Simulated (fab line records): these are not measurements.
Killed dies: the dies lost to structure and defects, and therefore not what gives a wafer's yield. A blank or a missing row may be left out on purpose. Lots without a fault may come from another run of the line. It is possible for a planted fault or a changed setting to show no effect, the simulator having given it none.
fab line records	flow rit-cmos
[record] lots = 7	wafers = 21	last-day = 7
route steps=202 shown FOX2@24 NWELL@28 PWELL@39 WELLDRIVE@50 NRETRO@53 PRETRO@64 M1@196
lots with no fault: from the same line, run without faults
start-h: hours from the record's opening day to when the first of the lot's shown wafers began	wait-h: hours elapsed since this lot's preceding step	" as in the row above	L1.1+2: one row covering several wafers at once	- either no value or no given start	* or withheld: withheld	< > ~ a bound
route shown NAME@n: a module of which the file shows steps, and the number in the route of the first	usual: average and standard deviation across the fault-free wafers	same: alike in all rows	chamber/n: place in a boat	sites: readings site by site	_std_site: how widely they spread, as a standard deviation	_edge_site: the outer-site mean with the inner-site mean subtracted	radius-mm: how far each site lies from the wafer's centre	mask NAME#n: copy n	behind: the most recent tool/chamber to have shaped the wafer	hold: reason for holding the lot/hours on hold/outcome of the hold	device: names the non-switching transistor (n, p or np)	end of line: at the end of the route, the tests of the same wafers	a step with no rows: only its recipe	killed: not the wafer's yield, but the dies lost to structure and defects at the first sort	map: dies across one wafer; x = killed, . = not, _ = none there
set.NAME: the setting the step ran with; set.NAME@STEP: the setting that earlier step ran with	model.NAME: the simulator's own value behind a step, which no gauge read
certain route steps with their lots: each step a table, each wafer a row
services: when a tool's chamber went out of use (start-h, in hours from the record's first day, below 0 if earlier), for how many hours, and the reason
[[steps]]
[step RIT_FOX2_THK_MEAS_01]
[recipe] reads = SiO2_of_FOX2_OXIDATION_00
[usual] FOX2_OXIDE_THK = 346/7.7
lot.wafer	tool	chamber	start-h	wait-h	FOX2_OXIDE_THK[nm]
L166.2	film-metro-01	-	45.97	0.0	326
L166.4	"	-	"	"	330
L166.5	"	-	"	"	326
L168.2	film-metro-01	-	53.28	0.0	349
L168.3	"	-	"	"	353
L168.5	"	-	"	"	347
L173.2	film-metro-02	-	77.21	0.0	348
L173.3	"	-	"	"	355
L173.5	"	-	"	"	350
L174.1	film-metro-04	-	81.27	0.0	350
L174.2	"	-	"	"	344
L174.6	"	-	"	"	346
L177.4	film-metro-04	-	98.27	0.0	350
L177.5	"	-	"	"	352
L177.6	"	-	"	"	351
L181.2	film-metro-04	-	115.05	0.0	357
L181.3	"	-	"	"	361
L181.6	"	-	"	"	363
L183.2	film-metro-04	-	125.74	0.0	339
L183.3	"	-	"	"	335
L183.4	"	-	"	"	338
[step RIT_FOX2_CLEAN_02]
[recipe] chemistry = dHF	dilution = 50:1	time-s = 180
[step RIT_FOX2_WET_ETCH_03]
[recipe] chemistry = H3PO4	target = Si3N4	target-depth-nm = 195	temp-c = 165	time-s = 2700
[step RIT_FOX2_THK_MEAS_90]
[recipe] reads = SiO2_of_FOX2_OXIDATION_00
[usual] FIELD_OXIDE_LEFT_1_THK = 319/7.8
lot.wafer	tool	chamber	start-h	wait-h	FIELD_OXIDE_LEFT_1_THK[nm]
L166.2	film-metro-01	-	46.85	0.0	299
L166.4	"	-	"	"	302
L166.5	"	-	"	"	299
L168.2	film-metro-04	-	54.16	0.0	322
L168.3	"	-	"	"	326
L168.5	"	-	"	"	319
L173.2	film-metro-01	-	78.85	0.0	321
L173.3	"	-	"	"	328
L173.5	"	-	"	"	322
L174.1	film-metro-01	-	82.14	0.0	322
L174.2	"	-	"	"	316
L174.6	"	-	"	"	319
L177.4	film-metro-04	-	99.15	0.0	323
L177.5	"	-	"	"	325
L177.6	"	-	"	"	323
L181.2	film-metro-04	-	115.99	0.0	329
L181.3	"	-	"	"	333
L181.6	"	-	"	"	335
L183.2	film-metro-04	-	126.62	0.0	312
L183.3	"	-	"	"	308
L183.4	"	-	"	"	310
[step RIT_NWELL_HMDS_00]
[recipe] prime-time-s = 60	prime-temp-c = 140
[step RIT_NWELL_COAT_01]
[recipe] resist = NOVOLAK	spin-rpm = 2000	resist-thk-nm = 1300
[step RIT_NWELL_SOFTBAKE_02]
[recipe] resist = NOVOLAK	temp-c = 90	time-s = 60
[step RIT_NWELL_EXPOSE_03]
[recipe] mask-id = M2	na = 0.57	target-cd-nm = 43900	dose-mj = 250
[step RIT_NWELL_PEB_04]
[recipe] resist = NOVOLAK	temp-c = withheld	time-s = withheld
[step RIT_NWELL_DEVELOP_05]
[recipe] resist = NOVOLAK	develop-time-s = 68	dev-temp-c = 23
[step RIT_NWELL_OVL_MEAS_06]
[usual] NWELL_OVL = -0.9/1.4
lot.wafer	tool	chamber	start-h	wait-h	NWELL_OVL[nm]
L166.2	overlay-01	-	47.91	-	-2.1
L166.4	"	-	"	"	-0.8
L166.5	"	-	"	"	-1.9
L168.2	overlay-02	-	55.10	-	1.3
L168.3	"	-	"	"	-0.4
L168.5	"	-	"	"	-0.4
L173.2	overlay-02	-	79.91	-	-1.0
L173.3	"	-	"	"	-4.0
L173.5	"	-	"	"	-2.3
L174.1	overlay-02	-	83.21	-	-0.1
L174.2	"	-	"	"	0.9
L174.6	"	-	"	"	1.3
L177.4	overlay-02	-	100.19	-	-1.4
L177.5	"	-	"	"	-1.6
L177.6	"	-	"	"	-3.2
L181.2	overlay-02	-	117.05	-	-1.4
L181.3	"	-	"	"	0.4
L181.6	"	-	"	"	-1.0
L183.2	overlay-02	-	127.84	-	-0.7
L183.3	"	-	"	"	-0.2
L183.4	"	-	"	"	-2.0
[step RIT_NWELL_HARDBAKE_07]
[recipe] resist = NOVOLAK	temp-c = 140	time-s = 120
[step RIT_NWELL_IMPLANT_08]
[recipe] species = P	energy-kev = 170	dose-cm2 = 5e+13	tilt-deg = 7
[usual] beam-energy-keV = 169.99/0.048	tilt-deg = 7.004/0.018
lot.wafer	tool	chamber	start-h	wait-h	beam-energy-keV	tilt-deg	model.implant.rp-nm	model.implant.drp-nm
L166.2	implanter-04	0	48.21	0.2	170.04	7.004	216.2	68.82
L166.4	"	0	"	"	170.05	6.964	216.2	68.82
L166.5	"	0	"	"	170.01	7.004	216.2	68.82
L168.2	implanter-02	0	55.40	0.2	170.07	6.971	214.2	68.82
L168.3	"	0	"	"	169.99	7.007	214.2	68.82
L168.5	"	0	"	"	169.97	6.996	214.2	68.82
L173.2	implanter-02	0	80.21	0.2	152.96	7.009	191	63.67
L173.3	"	0	"	"	153.02	7.023	191	63.67
L173.5	"	0	"	"	152.98	6.983	191	63.67
L174.1	implanter-02	0	83.49	0.2	153.00	7.007	188	63.67
L174.2	"	0	"	"	153.04	7.015	188	63.67
L174.6	"	0	"	"	152.95	7.016	188	63.67
L177.4	implanter-02	0	100.53	0.2	153.01	7.013	192	63.67
L177.5	"	0	"	"	152.93	6.989	192	63.67
L177.6	"	0	"	"	152.97	7.003	192	63.67
L181.2	implanter-04	0	117.36	0.2	170.01	6.971	215.1	68.82
L181.3	"	0	"	"	169.99	6.971	215.1	68.82
L181.6	"	0	"	"	170.02	6.984	215.1	68.82
L183.2	implanter-01	0	128.14	0.2	169.91	7.005	215.3	68.82
L183.3	"	0	"	"	169.91	7.022	215.3	68.82
L183.4	"	0	"	"	170.01	7.028	215.3	68.82
[step RIT_NWELL_STRIP_09]
[recipe] chemistry = O2	time-s = 180	resist = NOVOLAK	platen-temp-c = withheld	power-w = 500	pressure-mtorr = 4000	o2-flow-sccm = 4000
[usual] drypump-motor-current-A = 5.7/0.31
lot.wafer	tool	chamber	start-h	wait-h	drypump-motor-current-A	rf-hours-counter-h
L166.2	plasma-asher-01	0	48.34	0.1	6.2	26
L166.4	"	0	"	"	6.2	-
L166.5	"	1	"	"	5.6	-
L168.2	plasma-asher-04	0	55.53	0.1	5.3	36
L168.3	"	0	"	"	5.3	-
L168.5	"	0	"	"	5.3	-
L173.2	plasma-asher-04	1	80.34	0.1	5.7	38
L173.3	"	0	"	"	5.3	-
L173.5	"	1	"	"	5.7	-
L174.1	plasma-asher-03	1	83.64	0.1	5.3	46
L174.2	"	0	"	"	5.8	46
L174.6	"	1	"	"	5.3	-
L177.4	plasma-asher-03	1	100.67	0.1	5.4	-
L177.5	"	0	"	"	5.8	-
L177.6	"	1	"	"	5.3	-
L181.2	plasma-asher-01	0	117.48	0.1	6.2	34
L181.3	"	1	"	"	5.6	-
L181.6	"	1	"	"	5.6	-
L183.2	plasma-asher-03	0	128.27	0.1	5.8	52
L183.3	"	0	"	"	5.8	-
L183.4	"	1	"	"	5.3	-
[step RIT_NWELL_TW_MEAS_10]
[usual] NWELL_TW = 2163/11
lot.wafer	tool	chamber	start-h	wait-h	NWELL_TW
L166.2	film-metro-04	-	48.52	0.1	2170
L166.4	"	-	"	"	2161
L166.5	"	-	"	"	2163
L168.2	film-metro-04	-	55.71	0.1	2175
L168.3	"	-	"	"	2167
L168.5	"	-	"	"	2184
L173.2	film-metro-02	-	80.52	0.1	2130
L173.3	"	-	"	"	2128
L173.5	"	-	"	"	2111
L174.1	film-metro-04	-	83.82	0.1	2137
L174.2	"	-	"	"	2129
L174.6	"	-	"	"	2130
L177.4	film-metro-02	-	100.81	0.1	2106
L177.5	"	-	"	"	2107
L177.6	"	-	"	"	2117
L181.2	film-metro-04	-	117.67	0.1	2156
L181.3	"	-	"	"	2180
L181.6	"	-	"	"	2168
L183.2	film-metro-02	-	128.45	0.1	2152
L183.3	"	-	"	"	2144
L183.4	"	-	"	"	2153
[step RIT_PWELL_HMDS_00]
[recipe] prime-time-s = 60	prime-temp-c = 140
[step RIT_PWELL_COAT_01]
[recipe] resist = NOVOLAK	spin-rpm = 2000	resist-thk-nm = 1300
[step RIT_PWELL_SOFTBAKE_02]
[recipe] resist = NOVOLAK	temp-c = 90	time-s = 60
[step RIT_PWELL_EXPOSE_03]
[recipe] mask-id = M3	na = 0.57	target-cd-nm = 43700	dose-mj = 250
[step RIT_PWELL_PEB_04]
[recipe] resist = NOVOLAK	temp-c = withheld	time-s = withheld
[step RIT_PWELL_DEVELOP_05]
[recipe] resist = NOVOLAK	develop-time-s = 68	dev-temp-c = 23
[step RIT_PWELL_OVL_MEAS_06]
[usual] PWELL_OVL = 0.1/1.7
lot.wafer	tool	chamber	start-h	wait-h	PWELL_OVL[nm]
L166.2	overlay-02	-	49.58	-	-1.7
L166.4	"	-	"	"	-2.4
L166.5	"	-	"	"	-0.5
L168.2	overlay-01	-	56.78	-	-2.1
L168.3	"	-	"	"	-1.1
L168.5	"	-	"	"	-2.6
L173.2	overlay-01	-	81.52	-	-1.3
L173.3	"	-	"	"	-1.9
L173.5	"	-	"	"	-1.8
L174.1	overlay-01	-	84.76	-	-2.9
L174.2	"	-	"	"	-4.1
L174.6	"	-	"	"	-4.0
L177.4	overlay-02	-	101.74	-	1.1
L177.5	"	-	"	"	0.2
L177.6	"	-	"	"	-0.5
L181.2	overlay-02	-	118.60	-	-0.7
L181.3	"	-	"	"	-0.9
L181.6	"	-	"	"	-1.1
L183.2	overlay-02	-	129.52	-	2.0
L183.3	"	-	"	"	1.4
L183.4	"	-	"	"	1.3
[step RIT_PWELL_HARDBAKE_07]
[recipe] resist = NOVOLAK	temp-c = 140	time-s = 120
[step RIT_PWELL_IMPLANT_08]
[recipe] species = B	energy-kev = 170	dose-cm2 = 7e+13	tilt-deg = 7
[step RIT_PWELL_STRIP_09]
[recipe] chemistry = O2	time-s = 180	resist = NOVOLAK	platen-temp-c = withheld	power-w = 500	pressure-mtorr = 4000	o2-flow-sccm = 4000
[usual] drypump-motor-current-A = 5.9/0.33
lot.wafer	tool	chamber	start-h	wait-h	drypump-motor-current-A	rf-hours-counter-h
L166.2	plasma-asher-01	1	50.01	0.1	5.6	26
L166.4	"	0	"	"	6.2	-
L166.5	"	1	"	"	5.6	-
L168.2	plasma-asher-02	1	57.21	0.1	5.7	42
L168.3	"	1	"	"	5.7	-
L168.5	"	0	"	"	6.3	-
L173.2	plasma-asher-02	0	81.95	0.1	6.3	44
L173.3	"	0	"	"	6.3	-
L173.5	"	0	"	"	6.2	-
L174.1	plasma-asher-04	0	85.20	0.1	5.4	39
L174.2	"	1	"	"	5.7	39
L174.6	"	0	"	"	5.3	-
L177.4	plasma-asher-04	1	102.22	0.1	5.8	-
L177.5	"	1	"	"	5.7	-
L177.6	"	0	"	"	5.3	-
L181.2	plasma-asher-01	0	119.03	0.1	6.2	34
L181.3	"	1	"	"	5.6	-
L181.6	"	1	"	"	5.6	-
L183.2	plasma-asher-01	1	129.95	0.1	5.6	35
L183.3	"	0	"	"	6.2	-
L183.4	"	1	"	"	5.6	-
[step RIT_PWELL_TW_MEAS_10]
[usual] PWELL_TW = 961/5.9
lot.wafer	tool	chamber	start-h	wait-h	PWELL_TW
L166.2	film-metro-02	-	50.20	0.1	960
L166.4	"	-	"	"	956
L166.5	"	-	"	"	957
L168.2	film-metro-04	-	57.39	0.1	966
L168.3	"	-	"	"	964
L168.5	"	-	"	"	960
L173.2	film-metro-04	-	82.13	0.1	972
L173.3	"	-	"	"	965
L173.5	"	-	"	"	966
L174.1	film-metro-04	-	85.37	0.1	969
L174.2	"	-	"	"	968
L174.6	"	-	"	"	966
L177.4	film-metro-04	-	102.36	0.1	963
L177.5	"	-	"	"	963
L177.6	"	-	"	"	975
L181.2	film-metro-02	-	119.22	0.1	958
L181.3	"	-	"	"	951
L181.6	"	-	"	"	953
L183.2	film-metro-04	-	130.13	0.1	968
L183.3	"	-	"	"	967
L183.4	"	-	"	"	964
[step RIT_WELLDRIVE_ANNEAL_00]
[recipe] temp-c = 1100	time-s = 14700	ambient = N2
[step RIT_WELLDRIVE_RS_MEAS_01]
[recipe] thk-meas-gauge = four-point-probe
[usual] NWELL_RS = 276.0/0.78
lot.wafer	tool	chamber	start-h	wait-h	NWELL_RS[ohm/sq]
L166.2	film-metro-02	-	56.62	0.0	276.6
L166.4	"	-	"	"	277.0
L166.5	"	-	"	"	275.9
L168.2	film-metro-02	-	63.64	0.0	276.5
L168.3	"	-	"	"	275.8
L168.5	"	-	"	"	276.4
L173.2	film-metro-04	-	87.28	0.0	277.5
L173.3	"	-	"	"	278.4
L173.5	"	-	"	"	277.7
L174.1	film-metro-04	-	92.19	0.0	276.5
L174.2	"	-	"	"	277.9
L174.6	"	-	"	"	277.2
L177.4	film-metro-04	-	107.54	0.1	276.3
L177.5	"	-	"	"	275.4
L177.6	"	-	"	"	275.7
L181.2	film-metro-04	-	124.55	0.0	277.1
L181.3	"	-	"	"	275.8
L181.6	"	-	"	"	275.8
L183.2	film-metro-04	-	136.41	0.0	273.9
L183.3	"	-	"	"	274.7
L183.4	"	-	"	"	274.8
[step RIT_WELLDRIVE_RS_MEAS_02]
[recipe] thk-meas-gauge = four-point-probe
[usual] PWELL_RS = 429.7/1.2
lot.wafer	tool	chamber	start-h	wait-h	PWELL_RS[ohm/sq]
L166.2	film-metro-02	-	56.74	0.1	427.0
L166.4	"	-	"	"	428.7
L166.5	"	-	"	"	428.3
L168.2	film-metro-02	-	63.76	0.1	430.2
L168.3	"	-	"	"	431.4
L168.5	"	-	"	"	432.4
L173.2	film-metro-04	-	87.40	0.1	429.3
L173.3	"	-	"	"	431.3
L173.5	"	-	"	"	430.4
L174.1	film-metro-04	-	92.31	0.1	429.9
L174.2	"	-	"	"	431.5
L174.6	"	-	"	"	431.8
L177.4	film-metro-04	-	107.66	0.1	426.5
L177.5	"	-	"	"	428.7
L177.6	"	-	"	"	427.5
L181.2	film-metro-04	-	124.67	0.1	430.2
L181.3	"	-	"	"	431.2
L181.6	"	-	"	"	430.2
L183.2	film-metro-04	-	136.53	0.1	428.4
L183.3	"	-	"	"	429.8
L183.4	"	-	"	"	429.0
[step RIT_NRETRO_HMDS_00]
[recipe] prime-time-s = 60	prime-temp-c = 140
[step RIT_NRETRO_COAT_01]
[recipe] resist = NOVOLAK	spin-rpm = 2000	resist-thk-nm = 1300
[step RIT_NRETRO_SOFTBAKE_02]
[recipe] resist = NOVOLAK	temp-c = 90	time-s = 60
[step RIT_NRETRO_EXPOSE_03]
[recipe] mask-id = M4	na = 0.57	target-cd-nm = 43900	dose-mj = 250
[step RIT_NRETRO_PEB_04]
[recipe] resist = NOVOLAK	temp-c = withheld	time-s = withheld
[step RIT_NRETRO_DEVELOP_05]
[recipe] resist = NOVOLAK	develop-time-s = 68	dev-temp-c = 23
[step RIT_NRETRO_OVL_MEAS_06]
[usual] NRETRO_OVL = 0.6/1.5
lot.wafer	tool	chamber	start-h	wait-h	NRETRO_OVL[nm]
L166.2	overlay-01	-	57.85	-	0.0
L166.4	"	-	"	"	1.3
L166.5	"	-	"	"	1.1
L168.2	overlay-01	-	64.78	-	-0.9
L168.3	"	-	"	"	0.5
L168.5	"	-	"	"	0.9
L173.2	overlay-01	-	88.70	-	0.7
L173.3	"	-	"	"	-0.9
L173.5	"	-	"	"	-0.7
L174.1	overlay-02	-	93.43	-	1.5
L174.2	"	-	"	"	1.4
L174.6	"	-	"	"	-0.2
L177.4	overlay-02	-	108.68	-	0.3
L177.5	"	-	"	"	-1.8
L177.6	"	-	"	"	-2.3
L181.2	overlay-01	-	125.65	-	0.2
L181.3	"	-	"	"	1.2
L181.6	"	-	"	"	0.5
L183.2	overlay-02	-	137.51	-	1.0
L183.3	"	-	"	"	0.3
L183.4	"	-	"	"	-1.6
[step RIT_NRETRO_HARDBAKE_07]
[recipe] resist = NOVOLAK	temp-c = 140	time-s = 120
[step RIT_NRETRO_IMPLANT_08]
[recipe] species = P	energy-kev = 70	dose-cm2 = 1e+13	tilt-deg = 7
[step RIT_NRETRO_STRIP_09]
[recipe] chemistry = O2	time-s = 180	resist = NOVOLAK	platen-temp-c = withheld	power-w = 500	pressure-mtorr = 4000	o2-flow-sccm = 4000
[usual] drypump-motor-current-A = 5.7/0.33
lot.wafer	tool	chamber	start-h	wait-h	drypump-motor-current-A	rf-hours-counter-h
L166.2	plasma-asher-02	1	58.28	0.1	5.7	42
L166.4	"	0	"	"	6.3	-
L166.5	"	1	"	"	5.7	-
L168.2	plasma-asher-02	1	65.21	0.1	5.7	43
L168.3	"	1	"	"	5.7	-
L168.5	"	0	"	"	6.3	-
L173.2	plasma-asher-03	0	89.13	0.1	5.8	47
L173.3	"	0	"	"	5.8	-
L173.5	"	0	"	"	5.8	-
L174.1	plasma-asher-02	1	93.92	0.1	5.7	46
L174.2	"	0	"	"	6.3	46
L174.6	"	1	"	"	5.7	-
L177.4	plasma-asher-03	0	109.16	0.1	5.8	-
L177.5	"	0	"	"	5.8	-
L177.6	"	1	"	"	5.3	-
L181.2	plasma-asher-04	1	126.08	0.1	5.7	1
L181.3	"	0	"	"	5.3	-
L181.6	"	0	"	"	5.3	-
L183.2	plasma-asher-04	0	137.98	0.1	5.3	2
L183.3	"	0	"	"	5.3	-
L183.4	"	1	"	"	5.7	-
[step RIT_NRETRO_TW_MEAS_10]
[usual] NRETRO_TW = 1057/5.3
lot.wafer	tool	chamber	start-h	wait-h	NRETRO_TW
L166.2	film-metro-01	-	58.47	0.1	1055
L166.4	"	-	"	"	1057
L166.5	"	-	"	"	1058
L168.2	film-metro-02	-	65.39	0.1	1057
L168.3	"	-	"	"	1053
L168.5	"	-	"	"	1064
L173.2	film-metro-02	-	89.32	0.1	1066
L173.3	"	-	"	"	1062
L173.5	"	-	"	"	1061
L174.1	film-metro-02	-	94.09	0.1	1067
L174.2	"	-	"	"	1059
L174.6	"	-	"	"	1064
L177.4	film-metro-01	-	109.30	0.1	1061
L177.5	"	-	"	"	1059
L177.6	"	-	"	"	1056
L181.2	film-metro-01	-	126.27	0.1	1063
L181.3	"	-	"	"	1055
L181.6	"	-	"	"	1062
L183.2	film-metro-02	-	138.16	0.1	1050
L183.3	"	-	"	"	1059
L183.4	"	-	"	"	1052
[step RIT_PRETRO_HMDS_00]
[recipe] prime-time-s = 60	prime-temp-c = 140
[step RIT_PRETRO_COAT_01]
[recipe] resist = NOVOLAK	spin-rpm = 2000	resist-thk-nm = 1300
[step RIT_M1_METAL_ETCH_12]
[recipe] stop-on = SiO2	chemistry = Cl2/BCl3	target = Al	time-s = 165	over-etch-frac = 0.5	pressure-mtorr = 100	target-depth-a = 6000	rf-w = 250	Cl2_flow_sccm = 60	bcl3-flow-sccm = 50
[usual] drypump-motor-current-A = 5.3/0.47	oes-product-au = 0.778/0.014	throttle-valve-pct = 8.29/0.035
lot.wafer	tool	chamber	start-h	wait-h	drypump-motor-current-A	oes-product-au	rf-hours-counter-h	throttle-valve-pct	model.M1.cd-nm
L166.2	rie-metal-04	0	88.38	0.2	5.9	0.793	39	8.33	2599
L166.4	"	1	"	"	5.4	0.769	-	8.33	2600
L166.5	"	1	"	"	5.4	0.776	-	8.36	2604
L168.2	rie-metal-02	1	94.72	0.2	4.8	0.785	1	8.27	2600
L168.3	"	1	"	"	4.9	0.787	-	8.26	2597
L168.5	"	0	"	"	5.9	0.783	-	8.24	2598
L173.2	rie-metal-03	1	116.28	0.2	5.0	0.778	5	8.33	2594
L173.3	"	0	"	"	4.8	0.757	-	8.27	2598
L173.5	"	0	"	"	4.8	0.749	-	8.25	2598
L174.1	rie-metal-02	1	120.50	0.2	4.8	0.797	1	8.26	2601
L174.2	"	0	"	"	5.9	0.766	1	8.24	2601
L174.6	"	1	"	"	4.8	0.788	-	8.28	2603
L177.4	rie-metal-02	0	137.81	0.1	5.9	0.791	-	8.24	2614
L177.5	"	0	"	"	5.9	0.778	-	8.24	2614
L177.6	"	1	"	"	4.9	0.792	-	8.26	2612
L181.2	rie-metal-02	1	152.18	0.2	4.9	0.776	2	8.26	2597
L181.3	"	1	"	"	4.9	0.783	-	8.28	2599
L181.6	"	1	"	"	4.9	0.781	-	8.27	2597
L183.2	rie-metal-03	0	166.86	0.2	4.7	0.743	5	8.27	2599
L183.3	"	0	"	"	4.7	0.751	-	8.28	2601
L183.4	"	1	"	"	5.0	0.781	-	8.32	2600
[step RIT_M1_PROBE_99]
[usual] killed-at-front-end = 7/3.1	killed-dies = 7/3.1	killed-open = 3.3/2	killed-short = 3.5/1.9
[same] gross-dies = 264	killed_at_M0_to_M3 = 0	killed_at_M4_up = 0	killed-at-back-side = 0	killed-at-contacts = 0	killed-at-other = 0
lot.wafer	tool	chamber	start-h	wait-h	killed-at-front-end	killed-dies	killed-open	killed-short	model.etest.m1.width-nm	model.etest.field-p-metal.vt-v	model.etest.field-p.vt-v	model.etest.pmos-narrow.vt-less-v
L166.2	prober-02	-	90.68	0.1	15	15	6	9	2606	-31.62	-13.03	0.01755
L166.4	prober-02	-	90.78	0.2	7	7	3	4	2606	-31.06	-12.94	0.01457
L166.5	prober-02	-	90.83	0.2	9	9	4	5	2604	-31.75	-13.06	0.01717
L168.2	prober-02	-	97.02	0.1	5	5	2	3	2600	-28.89	-12.7	0.02085
L168.3	prober-02	-	97.07	0.2	6	6	4	2	2591	-28.81	-12.77	0.02198
L168.5	prober-02	-	97.17	0.2	11	11	6	5	2597	-29.47	-12.75	0.02098
L173.2	prober-01	-	118.58	0.1	5	5	3	2	2592	-27	-11.54	0.02508
L173.3	prober-01	-	118.63	0.2	8	8	3	4	2595	-26.9	-11.75	0.02514
L173.5	prober-01	-	118.73	0.2	5	5	1	4	2600	-27.39	-11.58	0.0292
L174.1	prober-02	-	122.75	0.1	10	10	6	4	2606	-26.3	-11.56	0.02593
L174.2	prober-02	-	122.80	0.1	6	6	4	2	2606	-26.51	-11.36	0.02595
L174.6	prober-02	-	123.00	0.2	7	7	3	4	2603	-26.99	-11.52	0.0251
L177.4	prober-01	-	140.23	0.2	10	10	6	4	2615	-27.55	-11.66	0.02598
L177.5	prober-01	-	140.28	0.2	7	7	4	3	2607	-27.27	-11.65	0.02746
L177.6	prober-01	-	140.33	0.2	9	9	5	4	2612	-27.69	-11.66	0.02716
L181.2	prober-01	-	154.61	0.1	7	7	4	3	2596	-28.49	-12.75	0.02342
L181.3	prober-01	-	154.66	0.2	0	0	0	0	2603	-29.04	-12.72	0.022
L181.6	prober-01	-	154.81	0.2	7	7	4	3	2592	-29.05	-12.8	0.02113
L183.2	prober-01	-	169.24	0.1	9	9	7	2	2605	-30.12	-12.91	0.01735
L183.3	prober-01	-	169.29	0.2	8	8	3	5	2604	-30.39	-12.94	0.02245
L183.4	prober-01	-	169.34	0.2	4	4	1	3	2604	-30.7	-12.88	0.01937
// killed by level:class
L166.2 GATE:geometric-particle:short=5 GATE:geometric-particle:open=3 SILICIDE:geometric-particle:open=3 FOX1:geometric-particle:short=1 FOX2:geometric-particle:short=1 REOX:geometric-particle:short=1 SILICIDE:geometric-particle:short=1
L166.4 GATE:geometric-particle:short=2 GATE:geometric-particle:open=2 FOX1:geometric-particle:open=1 REOX:geometric-particle:short=1 SILICIDE:geometric-particle:short=1
L166.5 SILICIDE:geometric-particle:short=4 GATE:geometric-particle:open=2 FOX1:geometric-particle:open=1 FOX1:geometric-particle:short=1 FOX2:geometric-particle:open=1
L168.2 FOX1:geometric-particle:short=1 GATE:geometric-particle:open=1 GATE:geometric-particle:short=1 SPACER:geometric-particle:open=1 SPACER:geometric-particle:short=1
L168.3 SILICIDE:geometric-particle:short=2 GATE:geometric-particle:open=1 REOX:geometric-particle:open=1 SPACER:geometric-particle:open=1 SILICIDE:geometric-particle:open=1
L168.5 SILICIDE:geometric-particle:short=3 REOX:geometric-particle:open=2 FOX2:geometric-particle:open=1 GATE:geometric-particle:open=1 GATE:geometric-particle:short=1 REOX:geometric-particle:short=1 SPACER:geometric-particle:open=1 SILICIDE:geometric-particle:open=1
L173.2 SILICIDE:geometric-particle:open=2 FOX1:geometric-particle:short=1 FOX1:geometric-particle:open=1 FOX2:geometric-particle:short=1
L173.3 FOX2:geometric-particle:short=2 SILICIDE:geometric-particle:open=2 FOX1:geometric-particle:open=1 FOX1:geometric-particle:short=1 GATE:geometric-particle:short=1 NWELL:coat-microbubble-printed=1
L173.5 FOX1:geometric-particle:short=2 REOX:geometric-particle:open=1 REOX:geometric-particle:short=1 SPACER:geometric-particle:short=1
L174.1 SILICIDE:geometric-particle:open=2 FOX1:geometric-particle:open=1 FOX1:geometric-particle:short=1 GATE:geometric-particle:open=1 REOX:geometric-particle:short=1 REOX:geometric-particle:open=1 SPACER:geometric-particle:open=1 SPACER:geometric-particle:short=1
L174.2 GATE:geometric-particle:open=2 FOX1:geometric-particle:open=1 REOX:geometric-particle:short=1 REOX:geometric-particle:open=1 SPACER:geometric-particle:short=1
L174.6 GATE:geometric-particle:open=3 GATE:geometric-particle:short=2 SPACER:geometric-particle:short=1 SILICIDE:geometric-particle:short=1
L177.4 GATE:geometric-particle:short=3 GATE:geometric-particle:open=3 FOX1:geometric-particle:open=1 FOX2:geometric-particle:open=1 REOX:geometric-particle:short=1 REOX:geometric-particle:open=1
L177.5 GATE:geometric-particle:short=2 REOX:geometric-particle:open=2 FOX1:geometric-particle:open=1 REOX:geometric-particle:short=1 SILICIDE:geometric-particle:open=1
L177.6 GATE:geometric-particle:short=3 FOX1:geometric-particle:open=2 GATE:geometric-particle:open=2 FOX1:geometric-particle:short=1 REOX:geometric-particle:open=1
L181.2 GATE:geometric-particle:open=3 GATE:geometric-particle:short=2 FOX1:geometric-particle:short=1 SILICIDE:geometric-particle:open=1
L181.6 GATE:geometric-particle:short=2 SPACER:geometric-particle:open=2 FOX1:geometric-particle:open=1 FOX2:geometric-particle:open=1 SILICIDE:geometric-particle:short=1
L183.2 FOX1:geometric-particle:open=2 REOX:geometric-particle:open=2 FOX2:geometric-particle:open=1 GATE:geometric-particle:open=1 SPACER:geometric-particle:short=1 SILICIDE:geometric-particle:short=1 SILICIDE:geometric-particle:open=1
L183.3 SILICIDE:geometric-particle:short=2 FOX1:geometric-particle:open=1 FOX2:geometric-particle:short=1 GATE:geometric-particle:short=1 GATE:geometric-particle:open=1 SPACER:geometric-particle:open=1 SPACER:geometric-particle:short=1
L183.4 FOX2:geometric-particle:open=1 GATE:geometric-particle:short=1 REOX:geometric-particle:short=1 SPACER:geometric-particle:short=1
[[services]]
tool	chamber	start-h	hours	kind
plasma-asher-01	-	39.76	1.2	repair
implanter-04	-	53.26	6.6	repair
implanter-04	-	59.89	2.8	pm
plasma-asher-04	-	62.61	0.7	repair
implanter-02	-	63.11	2.1	repair
implanter-02	-	69.34	3.1	repair
implanter-01	-	74.24	4.2	repair
rie-metal-03	-	87.51	2.8	pm
plasma-asher-04	-	91.79	1.4	repair
implanter-02	-	96.11	2.3	repair
plasma-asher-04	-	99.32	2.8	repair
plasma-asher-04	-	108.75	9.0	pm
plasma-asher-04	0	108.75	9.0	vent-cycle
plasma-asher-04	1	108.75	9.0	vent-cycle
plasma-asher-04	0	117.75	-	clean
plasma-asher-04	1	117.75	-	clean
rie-metal-04	-	136.12	20.0	pm
rie-metal-04	0	136.12	20.0	vent-cycle
rie-metal-04	1	136.12	20.0	vent-cycle
plasma-asher-03	-	141.43	21.0	repair
rie-metal-04	0	156.12	-	clean
rie-metal-04	1	156.12	-	clean
implanter-02	-	157.54	5.0	pm
[[key]]
[first-sign] step = RIT_NWELL_IMPLANT_08	reading = beam-energy-keV	direction = down	sigmas = 99+	usual = 169.99	struck = 152.98
[effect] step = RIT_NWELL_TW_MEAS_10	reading = NWELL_TW	direction = down	sigmas = 3.7	usual = 2163	struck = 2122
[effect] step = RIT_WELLDRIVE_RS_MEAS_01	reading = NWELL_RS	direction = up	sigmas = 1.3	usual = 276.0	struck = 277.0
[model-effect] step = RIT_NWELL_IMPLANT_08	value = implant.rp-nm	without = 212.2	struck = 190.3
[model-effect] step = RIT_M1_METAL_ETCH_12	value = M1.cd-nm	without = 2599	struck = 2604
[model-effect] step = RIT_M1_PROBE_99	value = etest.m1.width-nm	without = 2599	struck = 2604
met-at RIT_NWELL_IMPLANT_08
struck-wafers L173.2,L173.3,L173.5,L174.1,L174.2,L174.6,L177.4,L177.5,L177.6
tester-left-out L173,L174,L177
[loop-trim] step = RIT_M1_EXPOSE_06	setting = dose	lots = L177
onset-between 55.40 80.21
[fault] kind = process-parameter-drift	tool = implanter-02	chamber = -	onset-h = 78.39	steps = RIT_NWELL_IMPLANT_08	channel = energy-kev	offset = -17	shape = step	end-h = 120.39	acts-in = these-recipes-only	stated = 170
// tester-left-out: of these lots the tester's yield and bins aren't shown, on N5 and GAA mostly nor the transistor test; their killed dies are dies lost to structure and defects alone, not to doping, threshold or leakage, so they don't give the yield
// loop-trim: a control loop set the setting to another value than it would have without faults
